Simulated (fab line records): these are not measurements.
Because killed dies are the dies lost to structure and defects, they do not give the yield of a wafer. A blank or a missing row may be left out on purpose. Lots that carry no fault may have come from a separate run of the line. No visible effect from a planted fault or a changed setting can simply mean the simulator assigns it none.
Which of the tools did it? | flow rit_cmos | Sampling: 14 lots, 42 wafers, 2 of 202 route steps

== WHAT THE GAUGES READ, wafer by wafer ==
RIT_GATE_CD_MEAS_90: target cd 150 nm. Usual: cd_nm reads 150.6 nm (standard deviation 2.6).
lot  | measured    | on        | cd_nm (nm)        | flag
L945 | day 2 19:14 | cd_sem-01 | 151.4 149.3 149.3 |
L946 | day 2 23:31 | cd_sem-01 | 150.6 153.8 151.9 |
L948 | day 3 10:18 | cd_sem-01 | 150.2 149.2 151.1 |
L949 | day 3 14:50 | cd_sem-01 | 153.2 150.0 150.4 |
L950 | day 3 19:30 | cd_sem-01 | 148.2 145.1 148.7 |
L951 | day 3 23:28 | cd_sem-01 | 152.4 153.5 153.9 |
L952 | day 4 06:07 | cd_sem-01 | 148.2 149.9 149.3 |
L953 | day 4 11:20 | cd_sem-02 | 150.0 148.7 149.7 |
L954 | day 4 16:16 | cd_sem-02 | 151.4 154.0 152.1 |
L955 | day 4 20:40 | cd_sem-01 | 148.4 148.6 149.9 |
L957 | day 5 06:49 | cd_sem-02 | 151.6 150.9 150.2 |
L960 | day 5 20:58 | cd_sem-01 | 146.1 147.3 146.4 |
L966 | day 7 02:53 | cd_sem-01 | - - -             | OFF
L967 | day 7 07:46 | cd_sem-01 | - - -             | OFF

== WHAT TOOL EACH LOT RAN ON (gives the tool, then ch and the chambers of the sampled wafers, and finally the start) ==
lot  | RIT_GATE_ETCH_19
L945 | rie_si-02 ch 1,3, day 2 18:56
L946 | rie_si-01 ch 0,2, day 2 23:14
L948 | rie_si-01 ch 0,1,3, day 3 10:01
L949 | rie_si-02 ch 0,2,3, day 3 14:33
L950 | rie_si-01 ch 0,2, day 3 19:12
L951 | rie_si-02 ch 0,1,3, day 3 23:11
L952 | rie_si-01 ch 0,3, day 4 05:49
L953 | rie_si-02 ch 0,2, day 4 11:03
L954 | rie_si-01 ch 0,1,3, day 4 15:59
L955 | rie_si-02 ch 0,1, day 4 20:21
L957 | rie_si-02 ch 0,1,2, day 5 06:30
L960 | rie_si-01 ch 0,2,3, day 5 20:40
L966 | rie_si-01 ch 1,3, day 7 02:36
L967 | rie_si-02 ch 1,2,3, day 7 07:29
- RIT_GATE_ETCH_19: etches poly-Si in SF6/CHF3/O2, stops on SiO2, time 165 s, target depth 312.5 nm.

== AS READ BY THE TOOLS THEMSELVES (means over the sampled wafers that have a number; for cases with no such wafer, the mark the record gives instead) ==
RIT_GATE_ETCH_19. Usual: CHF3_flow_sccm 29.99 sccm, standard deviation 0.088; O2_flow_sccm 5.000 sccm, standard deviation 0.014; SF6_flow_sccm 30.00 sccm, standard deviation 0.089; chamber_pressure_mTorr 40.00 mTorr, standard deviation 0.036; drypump_motor_current_A 5.6 A, standard deviation 0.55; oes_product_au 0.852 a.u., standard deviation 0.0098; throttle_valve_pct 10.22 %, standard deviation 0.16.
lot  | tool      | CHF3_flow_sccm (sccm) | O2_flow_sccm (sccm) | SF6_flow_sccm (sccm) | chamber_pressure_mTorr (mTorr) | drypump_motor_current_A (A) | oes_product_au (a.u.) | throttle_valve_pct (%) | flag
L945 | rie_si-02 | 29.94                 | 4.994               | 29.98                | 39.99                          | 5.0                         | 0.852                 | 10.16                  |
L946 | rie_si-01 | 29.97                 | 4.989               | 30.08                | 39.98                          | 5.8                         | 0.853                 | 10.24                  |
L948 | rie_si-01 | 29.92                 | 4.989               | 29.99                | 39.99                          | 6.1                         | 0.854                 | 10.31                  |
L949 | rie_si-02 | 29.95                 | 5.010               | 29.94                | 39.99                          | 5.3                         | 0.856                 | 10.14                  |
L950 | rie_si-01 | 30.05                 | 5.000               | 30.03                | 40.01                          | 5.8                         | 0.860                 | 10.24                  |
L951 | rie_si-02 | 30.02                 | 4.998               | 29.96                | 40.05                          | 5.3                         | 0.857                 | 10.18                  |
L952 | rie_si-01 | 30.09                 | 4.986               | 29.99                | 39.99                          | 6.2                         | 0.864                 | 10.14                  |
L953 | rie_si-02 | 30.00                 | 4.992               | 29.95                | 40.00                          | 5.5                         | 0.862                 | 10.15                  |
L954 | rie_si-01 | 30.02                 | 4.996               | 30.01                | 40.00                          | 6.1                         | 0.852                 | 10.32                  |
L955 | rie_si-02 | 29.90                 | 4.999               | 30.01                | 40.01                          | 5.6                         | 0.845                 | 10.19                  |
L957 | rie_si-02 | 29.96                 | 4.993               | 29.90                | 40.02                          | 5.2                         | 0.858                 | 10.20                  |
L960 | rie_si-01 | 30.03                 | 5.000               | 30.02                | 40.01                          | 5.9                         | 0.851                 | 10.16                  |
L966 | rie_si-01 | -                     | -                   | -                    | -                              | -                           | -                     | -                      | OFF
L967 | rie_si-02 | -                     | -                   | -                    | -                              | -                           | -                     | -                      | OFF

== THE ANSWER, worked out from the rows above alone ==
Rule: lot off if the mean of its wafers having a number is beyond 3 standard deviations from the usual mean. A lot without any number at a reading at which 4 lots or more have one is off too. All remaining lots with rows at the step are treated as sound. After the gauges, taken in route order, come the tools' own readings; for these a lot's mean is taken, as printed above. The first step at which some lot is off is used, and at that step the reading that is off furthest; a lot without a number counts as furthest.
Off: L966, L967, at RIT_GATE_CD_MEAS_90 (cd_nm). Without a number there: L966, L967.
If a tool, at a process step before that reading, ran all the lots that are off and no sound lot after the first of them, it fits. Not tried: the gauges at RIT_GATE_CD_MEAS_90; whatever is off there is also off at RIT_GATE_ETCH_19, on other tools, and gauge error can't account for it. None of those tried fits.

== WHAT THE SIMULATOR HAD INSERTED ==
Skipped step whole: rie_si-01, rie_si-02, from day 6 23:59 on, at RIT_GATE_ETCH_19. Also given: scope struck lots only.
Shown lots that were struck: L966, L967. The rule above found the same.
